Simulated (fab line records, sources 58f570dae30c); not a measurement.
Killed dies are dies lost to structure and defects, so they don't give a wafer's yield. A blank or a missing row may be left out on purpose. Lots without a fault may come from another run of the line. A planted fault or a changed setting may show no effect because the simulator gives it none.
Which tool did it? | flow berkeley_cmos170 | 14 lots, 42 wafers sampled, at 3 steps of a route of 331

WHAT THE GAUGES READ, wafer by wafer
UCB170_V2_CD_MEAS_90: target cd 700 nm.
lot  | measured     | on        | cd_nm (nm)
L119 | day 7 14:17  | cd_sem-02 | 702.3 701.3 701.7
L121 | day 7 14:34  | cd_sem-01 | 700.1 700.8 701.3
L120 | day 7 15:27  | cd_sem-01 | 698.8 699.6 700.7
L122 | day 7 21:58  | cd_sem-02 | 700.0 699.6 700.7
L123 | day 8 03:39  | cd_sem-01 | 698.6 699.0 699.4
L125 | day 8 20:28  | cd_sem-02 | 701.5 698.6 698.2
L128 | day 9 04:20  | cd_sem-01 | 700.2 701.4 700.7
L127 | day 9 05:12  | cd_sem-02 | 700.8 701.7 699.9
L129 | day 9 17:56  | cd_sem-02 | 702.5 699.6 699.2
L130 | day 9 18:14  | cd_sem-01 | 703.4 701.9 701.7
L132 | day 9 22:56  | cd_sem-02 | 697.9 697.6 697.5
L134 | day 11 01:30 | cd_sem-01 | 703.6 703.2 703.5
L137 | day 11 13:13 | cd_sem-02 | 699.6 701.0 700.4
L141 | day 12 05:51 | cd_sem-02 | 699.7 701.5 700.2

UCB170_M3_CD_MEAS_15: target cd 700 nm.
lot  | measured     | on        | cd_nm (nm)
L119 | day 7 17:14  | cd_sem-02 | 699.8 699.2 699.8
L121 | day 7 17:23  | cd_sem-02 | 699.9 700.3 700.9
L120 | day 7 18:49  | cd_sem-02 | 698.9 698.1 698.7
L122 | day 8 00:19  | cd_sem-01 | 701.1 701.8 703.7
L123 | day 8 06:14  | cd_sem-01 | 700.4 700.5 701.1
L125 | day 9 02:20  | cd_sem-01 | 703.8 701.6 702.8
L128 | day 9 06:22  | cd_sem-01 | 700.7 699.5 701.0
L127 | day 9 07:26  | cd_sem-01 | 701.4 700.9 702.2
L129 | day 9 20:04  | cd_sem-02 | 698.9 699.6 700.4
L130 | day 9 20:51  | cd_sem-02 | 699.9 699.4 699.7
L132 | day 10 00:58 | cd_sem-02 | 699.1 699.8 701.2
L134 | day 11 06:31 | cd_sem-02 | 698.8 699.5 698.1
L137 | day 11 15:16 | cd_sem-01 | 700.4 700.1 700.1
L141 | day 12 07:52 | cd_sem-02 | 697.5 699.4 698.9

WHICH TOOL RAN EACH LOT (tool, then ch and the chambers of the sampled wafers, then the start)
lot  | UCB170_V2_CMP_02
L119 | cmp-01 ch 1,2,3, day 7 12:13
L121 | cmp-02 ch 0,2,3, day 7 12:28
L120 | cmp-02 ch 2,3, day 7 12:57
L122 | cmp-02 ch 1,2,3, day 7 19:54
L123 | cmp-02 ch 0,2,3, day 8 01:32
L125 | cmp-01 ch 1,2,3, day 8 17:56
L128 | cmp-02 ch 0,1,2, day 9 02:05
L127 | cmp-01 ch 0,3, day 9 02:15
L129 | cmp-01 ch 0,1,2, day 9 15:52
L130 | cmp-02 ch 1,2,3, day 9 16:14
L132 | cmp-02 ch 0,2,3, day 9 20:39
L134 | cmp-01 ch 0,3, day 10 23:11
L137 | cmp-02 ch 1,2,3, day 11 11:18
L141 | cmp-01 ch 1,3, day 12 03:53
- UCB170_V2_CMP_02: polishes SiO2.

WHAT THE TOOLS THEMSELVES READ (means of the sampled wafers that have a number; where no wafer has one, the mark that the record gives instead)
UCB170_V2_CMP_02.
lot  | tool   | motor_current_A (A)
L119 | cmp-01 | 17.3
L121 | cmp-02 | 18.6
L120 | cmp-02 | 19.3
L122 | cmp-02 | 17.8
L123 | cmp-02 | 19.1
L125 | cmp-01 | 17.7
L128 | cmp-02 | 16.9
L127 | cmp-01 | 17.9
L129 | cmp-01 | 15.7
L130 | cmp-02 | 18.4
L132 | cmp-02 | 18.7
L134 | cmp-01 | 18.3
L137 | cmp-02 | 18.1
L141 | cmp-01 | 19.3

THE ANSWER, worked out from the rows above alone
Rule: what is usual is taken from the lots themselves. Put in order of their means at a reading, lots are off if they are a third of the lots or fewer, leave a main group of 4 or more, and stand apart from it by a gap of 3 or more times the standard deviation of the main group's means; of several such gaps the widest counts. A main group whose means are all the same, to the digits that the tables above print for the reading, isn't used. A lot without any number at a reading at which 4 lots or more have one is off too. The other lots that the step has rows for count as sound. The gauges are gone through in route order, then the tools' own readings, and for those a lot's mean is taken as printed above. The first step at which some lot is off is used, and at that step the reading that is off furthest; a lot without a number counts as furthest.
No lot is off at any reading shown: from this, nothing can be told.

WHAT THE SIMULATOR HAD PUT IN
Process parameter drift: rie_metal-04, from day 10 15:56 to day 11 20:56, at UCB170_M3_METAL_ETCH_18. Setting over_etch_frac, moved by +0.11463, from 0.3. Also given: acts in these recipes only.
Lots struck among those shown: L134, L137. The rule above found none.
